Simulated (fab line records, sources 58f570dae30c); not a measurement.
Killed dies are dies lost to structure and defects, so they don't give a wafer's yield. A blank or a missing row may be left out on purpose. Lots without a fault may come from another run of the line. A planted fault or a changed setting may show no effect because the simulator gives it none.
Which tool did it? | flow berkeley_cmos170 | 15 lots, 45 wafers sampled, at 5 steps of a route of 331

WHAT THE GAUGES READ, wafer by wafer
UCB170_CONTACT_OVL_MEAS_16.
lot  | measured     | on         | CONTACT_OVL (nm)
L424 | day 6 19:52  | overlay-02 | 2 -1 1
L425 | day 7 02:05  | overlay-02 | -3 2 9
L428 | day 7 21:31  | overlay-02 | 4 5 9
L429 | day 7 22:02  | overlay-02 | 4 7 4
L430 | day 8 09:04  | overlay-01 | -2 -8 -8
L432 | day 8 15:50  | overlay-01 | 3 7 7
L434 | day 8 23:43  | overlay-02 | 7 -4 3
L433 | day 9 00:29  | overlay-02 | -6 2 4
L435 | day 9 14:39  | overlay-02 | 3 0 4
L436 | day 9 17:25  | overlay-01 | 5 7 0
L440 | day 10 17:20 | overlay-01 | -4 -7 -4
L444 | day 10 18:50 | overlay-02 | 7 8 11
L443 | day 10 19:21 | overlay-02 | 21 21 15
L445 | day 11 22:42 | overlay-01 | 2 -4 1
L446 | day 11 22:56 | overlay-02 | -2 -2 -1

UCB170_V1_CD_MEAS_90: target cd 700 nm.
lot  | measured     | on        | cd_nm (nm)
L424 | day 7 04:52  | cd_sem-02 | 699.5 697.2 698.6
L425 | day 7 12:15  | cd_sem-01 | 702.6 701.6 701.0
L428 | day 8 05:43  | cd_sem-02 | 700.6 699.8 698.8
L429 | day 8 05:49  | cd_sem-01 | 699.6 700.8 701.1
L430 | day 8 18:51  | cd_sem-01 | 696.1 697.6 697.7
L432 | day 9 01:31  | cd_sem-02 | 699.6 700.7 700.2
L434 | day 9 09:30  | cd_sem-01 | 703.9 700.6 702.2
L433 | day 9 09:20  | cd_sem-02 | 698.7 700.3 701.2
L435 | day 9 23:01  | cd_sem-02 | 698.6 697.3 697.9
L436 | day 10 00:39 | cd_sem-02 | 700.8 701.2 701.1
L440 | day 11 03:20 | cd_sem-01 | 715.6 715.7 715.2
L444 | day 11 04:01 | cd_sem-02 | 714.6 713.1 712.7
L443 | day 11 04:08 | cd_sem-01 | 701.0 698.8 700.9
L445 | day 12 07:10 | cd_sem-01 | 711.9 713.0 711.7
L446 | day 12 07:03 | cd_sem-01 | 696.8 698.7 699.1

WHICH TOOL RAN EACH LOT (tool, then ch and the chambers of the sampled wafers, then the start)
lot  | UCB170_V1_CMP_02              | UCB170_V1_ETCH_14                  | UCB170_V1_STRIP_15
L424 | cmp-02 ch 0,3, day 7 02:10    | rie_diel-04 ch 0,3, day 7 04:36    | plasma_asher-04 ch 0,1, day 7 04:46
L425 | cmp-01 ch 0,3, day 7 09:56    | rie_diel-01 ch 0,1,2, day 7 11:57  | plasma_asher-04 ch 0,1, day 7 12:08
L428 | cmp-01 ch 1,2,3, day 8 03:11  | rie_diel-04 ch 0,1,2, day 8 05:26  | plasma_asher-03 ch 1, day 8 05:37
L429 | cmp-02 ch 0,2,3, day 8 03:08  | rie_diel-01 ch 0,1,3, day 8 05:33  | plasma_asher-01 ch 0,1, day 8 05:43
L430 | cmp-01 ch 0,2, day 8 16:50    | rie_diel-03 ch 1,3, day 8 18:34    | plasma_asher-01 ch 0,1, day 8 18:44
L432 | cmp-01 ch 1,3, day 8 23:34    | rie_diel-01 ch 2,3, day 9 01:13    | plasma_asher-04 ch 0,1, day 9 01:23
L434 | cmp-01 ch 0,1, day 9 06:34    | rie_diel-01 ch 0,2,3, day 9 09:16  | plasma_asher-04 ch 0,1, day 9 09:23
L433 | cmp-02 ch 1,2, day 9 06:37    | rie_diel-03 ch 1,2, day 9 09:02    | plasma_asher-04 ch 1, day 9 09:13
L435 | cmp-01 ch 0,1, day 9 20:38    | rie_diel-03 ch 1,2,3, day 9 22:44  | plasma_asher-01 ch 0,1, day 9 22:55
L436 | cmp-02 ch 1,2,3, day 9 22:08  | rie_diel-04 ch 1,2,3, day 10 00:22 | plasma_asher-01 ch 0,1, day 10 00:33
L440 | cmp-02 ch 0,2,3, day 11 01:01 | rie_diel-01 ch 0,1, day 11 03:02   | plasma_asher-01 ch 0, day 11 03:13
L444 | cmp-02 ch 0,2, day 11 01:19   | rie_diel-01 ch 1,2, day 11 03:44   | plasma_asher-04 ch 0,1, day 11 03:55
L443 | cmp-01 ch 0,2,3, day 11 01:37 | rie_diel-04 ch 1,2,3, day 11 03:52 | plasma_asher-03 ch 0,1, day 11 04:02
L445 | cmp-01 ch 0,1,2, day 12 04:14 | rie_diel-01 ch 1,3, day 12 06:50   | plasma_asher-04 ch 0,1, day 12 07:01
L446 | cmp-02 ch 1,3, day 12 04:14   | rie_diel-03 ch 1,2,3, day 12 06:47 | plasma_asher-03 ch 0,1, day 12 06:57
- UCB170_V1_CMP_02: polishes SiO2.
- UCB170_V1_ETCH_14: etches SiO2 in CHF3/CF4/Ar, stops on Al, target depth 1250 nm, time 291 s.
- UCB170_V1_STRIP_15: strips in O2.

WHAT THE TOOLS THEMSELVES READ (means of the sampled wafers that have a number; where no wafer has one, the mark that the record gives instead)
UCB170_V1_CMP_02.
lot  | tool   | edge_zone_pressure_frac | motor_current_A (A)
L424 | cmp-02 | 0.997                   | 13.7
L425 | cmp-01 | 0.998                   | 15.2
L428 | cmp-01 | 1.001                   | 17.0
L429 | cmp-02 | 0.996                   | 14.9
L430 | cmp-01 | 0.999                   | 14.7
L432 | cmp-01 | 1.005                   | 17.7
L434 | cmp-01 | 1.009                   | 16.2
L433 | cmp-02 | 1.001                   | 15.1
L435 | cmp-01 | 1.000                   | 16.2
L436 | cmp-02 | 0.999                   | 15.2
L440 | cmp-02 | 0.996                   | 14.4
L444 | cmp-02 | 0.997                   | 14.9
L443 | cmp-01 | 0.999                   | 15.6
L445 | cmp-01 | 1.001                   | 16.1
L446 | cmp-02 | 1.001                   | 14.2

UCB170_V1_ETCH_14.
lot  | tool        | drypump_motor_current_A (A) | oes_product_au (a.u.) | rf_fwd_power_W (W) | throttle_valve_pct (%)
L424 | rie_diel-04 | 5.8                         | 0.887                 | 696.3              | 7.00
L425 | rie_diel-01 | 5.6                         | 0.863                 | 694.9              | 6.92
L428 | rie_diel-04 | 5.9                         | 0.864                 | 697.4              | 6.96
L429 | rie_diel-01 | 5.8                         | 0.857                 | 696.0              | 6.97
L430 | rie_diel-03 | 6.2                         | 0.873                 | 697.8              | 7.08
L432 | rie_diel-01 | 5.3                         | 0.875                 | 698.6              | 6.97
L434 | rie_diel-01 | 5.4                         | 0.861                 | 697.3              | 7.00
L433 | rie_diel-03 | 5.9                         | 0.875                 | 696.0              | 7.03
L435 | rie_diel-03 | 6.0                         | 0.877                 | 697.6              | 7.05
L436 | rie_diel-04 | 5.9                         | 0.873                 | 699.6              | 6.98
L440 | rie_diel-01 | 6.0                         | 0.856                 | 1186.3             | 6.89
L444 | rie_diel-01 | 5.5                         | 0.879                 | 1187.7             | 6.90
L443 | rie_diel-04 | 5.9                         | 0.868                 | 697.9              | 6.99
L445 | rie_diel-01 | 6.1                         | 0.859                 | 1186.1             | 6.91
L446 | rie_diel-03 | 6.0                         | 0.875                 | 700.2              | 7.07

UCB170_V1_STRIP_15.
lot  | tool            | drypump_motor_current_A (A) | oes_product_au (a.u.) | strip_time_to_endpoint_s (s)
L424 | plasma_asher-04 | 5.6                         | 0.725                 | 15.42
L425 | plasma_asher-04 | 5.9                         | 0.723                 | 15.28
L428 | plasma_asher-03 | 5.3                         | 0.724                 | 15.45
L429 | plasma_asher-01 | 6.0                         | 0.723                 | 15.27
L430 | plasma_asher-01 | 6.0                         | 0.726                 | 15.61
L432 | plasma_asher-04 | 5.6                         | 0.724                 | 15.43
L434 | plasma_asher-04 | 5.6                         | 0.723                 | 15.39
L433 | plasma_asher-04 | 6.2                         | 0.723                 | 15.45
L435 | plasma_asher-01 | 6.0                         | 0.721                 | 15.50
L436 | plasma_asher-01 | 6.0                         | 0.716                 | 15.41
L440 | plasma_asher-01 | 6.1                         | 0.717                 | 13.29
L444 | plasma_asher-04 | 5.6                         | 0.721                 | 13.38
L443 | plasma_asher-03 | 5.5                         | 0.718                 | 15.38
L445 | plasma_asher-04 | 5.9                         | 0.720                 | 13.30
L446 | plasma_asher-03 | 5.4                         | 0.721                 | 15.45

THE ANSWER, worked out from the rows above alone
Rule: what is usual is taken from the lots themselves. Put in order of their means at a reading, lots are off if they are a third of the lots or fewer, leave a main group of 4 or more, and stand apart from it by a gap of 3 or more times the standard deviation of the main group's means; of several such gaps the widest counts. A main group whose means are all the same, to the digits that the tables above print for the reading, isn't used. A lot without any number at a reading at which 4 lots or more have one is off too. The other lots that the step has rows for count as sound. The gauges are gone through in route order, then the tools' own readings, and for those a lot's mean is taken as printed above. The first step at which some lot is off is used, and at that step the reading that is off furthest; a lot without a number counts as furthest.
Off: L440, L444, L445, at UCB170_V1_CD_MEAS_90 (cd_nm). The main group: mean 699.8 nm, standard deviation 1.5.
A tool fits if, at a process step before that reading, it ran every lot that is off, and no sound lot after the first of them. The gauges at UCB170_V1_CD_MEAS_90 aren't tried: what is off there is off at UCB170_V1_ETCH_14 too, on other tools, and a gauge's error can't cause that. One fits: rie_diel-01 at UCB170_V1_ETCH_14. Its last sound lot is L434 (day 9 09:16), its first lot that is off L440 (day 11 03:02): a fault that began between those two fits.
The tool's own readings at UCB170_V1_ETCH_14 bear it out: on the lots that are off they differ by more than 5 times the standard deviation of the sound lots' means. rf_fwd_power_W reads 1186.7 W there against 697.5 W on the sound lots.

WHAT THE SIMULATOR HAD PUT IN
Process parameter drift: rie_diel-01, from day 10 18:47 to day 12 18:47, at UCB170_V1_ETCH_14. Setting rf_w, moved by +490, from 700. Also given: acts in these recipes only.
Lots struck among those shown: L440, L444, L445. The rule above found the same.
